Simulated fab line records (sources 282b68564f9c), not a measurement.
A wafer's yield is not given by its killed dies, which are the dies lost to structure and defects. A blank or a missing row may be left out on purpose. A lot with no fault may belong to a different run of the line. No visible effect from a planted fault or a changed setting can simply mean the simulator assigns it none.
Which of the tools did it? | flow rit cmos | Sampling: 7 lots, 21 wafers, 4 of 202 route steps

== WHAT THE GAUGES READ, wafer by wafer ==
RIT_M1_CD_MEAS_90 targets a cd of 2600 nm.
lot  | measured    | on        | cd nm (nm)
L761 | day 3 13:38 | cd sem-01 | 2598.1 2599.5 2599.6
L763 | day 3 21:32 | cd sem-02 | 2603.0 2603.8 2602.9
L765 | day 4 08:56 | cd sem-01 | 2599.8 2597.8 2599.0
L768 | day 4 23:49 | cd sem-01 | 2603.3 2602.4 2596.1
L774 | day 6 05:53 | cd sem-01 | 2572.1 2573.1 2574.6
L780 | day 7 11:37 | cd sem-02 | 2601.3 2601.0 2599.4
L783 | day 8 02:20 | cd sem-02 | 2601.8 2600.4 2604.1

== WHICH TOOL RAN EACH LOT (tool, then ch and the chambers of the sampled wafers, then the start) ==
lot  | RIT_NSD_STRIP_09                    | RIT_CONTACT_CVD_00             | RIT_M1_METAL_ETCH_12
L761 | plasma asher-02 ch 0,1, day 3 05:15 | pecvd-01 ch 1,2, day 3 08:44   | rie metal-01 ch 0,1, day 3 13:05
L763 | plasma asher-01 ch 0,1, day 3 13:50 | pecvd-04 ch 1, day 3 16:58     | rie metal-02 ch 0,1, day 3 21:00
L765 | plasma asher-02 ch 0, day 4 00:45   | pecvd-02 ch 0,2, day 4 03:59   | rie metal-03 ch 0, day 4 08:26
L768 | plasma asher-02 ch 0,1, day 4 15:58 | pecvd-02 ch 1,2, day 4 19:02   | rie metal-03 ch 0,1, day 4 23:17
L774 | plasma asher-01 ch 1, day 5 21:48   | pecvd-02 ch 0,1,2, day 6 00:58 | rie metal-03 ch 0, day 6 05:12
L780 | plasma asher-04 ch 0,1, day 7 03:38 | pecvd-02 ch 0,1,2, day 7 06:58 | rie metal-01 ch 0,1, day 7 11:05
L783 | plasma asher-04 ch 0,1, day 7 18:27 | pecvd-02 ch 0,1,2, day 7 21:39 | rie metal-01 ch 0,1, day 8 01:49
- RIT_NSD_STRIP_09: strips in O2, time 180 s.
- RIT_CONTACT_CVD_00: deposits SiO2 from TEOS, target thk 400 nm, time 61 s.
- RIT_M1_METAL_ETCH_12: etches Al in Cl2/BCl3, stops on SiO2, time 165 s, target depth 600 nm.

== THE ANSWER, worked out from the rows above alone ==
Rule: the lots themselves supply what counts as usual. The widest of any qualifying gaps counts: lots, ordered by their means at a reading, are off when they make up no more than a third of the lots, leave a main group of 4 or more, and stand apart from it by 3 or more times the standard deviation of that group's means. If all means in a main group match to the digits the tables above print for the reading, that group is not used. Also off: a lot with no number at a reading for which 4 or more lots have one. Where the step has rows for the other lots, those lots are counted as sound.
Off: L774, at RIT_M1_CD_MEAS_90 (cd nm). The main group has a mean of 2600.7 nm with a standard deviation of 1.6.
If a tool, at a process step before that reading, ran all the lots that are off and no sound lot after the first of them, it fits. The gauges at RIT_M1_CD_MEAS_90 are tried like those tools. Can't be told from this: 3 tools fit, plasma asher-01 at RIT_NSD_STRIP_09, rie metal-03 at RIT_M1_METAL_ETCH_12, cd sem-01 at RIT_M1_CD_MEAS_90.

== WHAT THE SIMULATOR HAD INSERTED ==
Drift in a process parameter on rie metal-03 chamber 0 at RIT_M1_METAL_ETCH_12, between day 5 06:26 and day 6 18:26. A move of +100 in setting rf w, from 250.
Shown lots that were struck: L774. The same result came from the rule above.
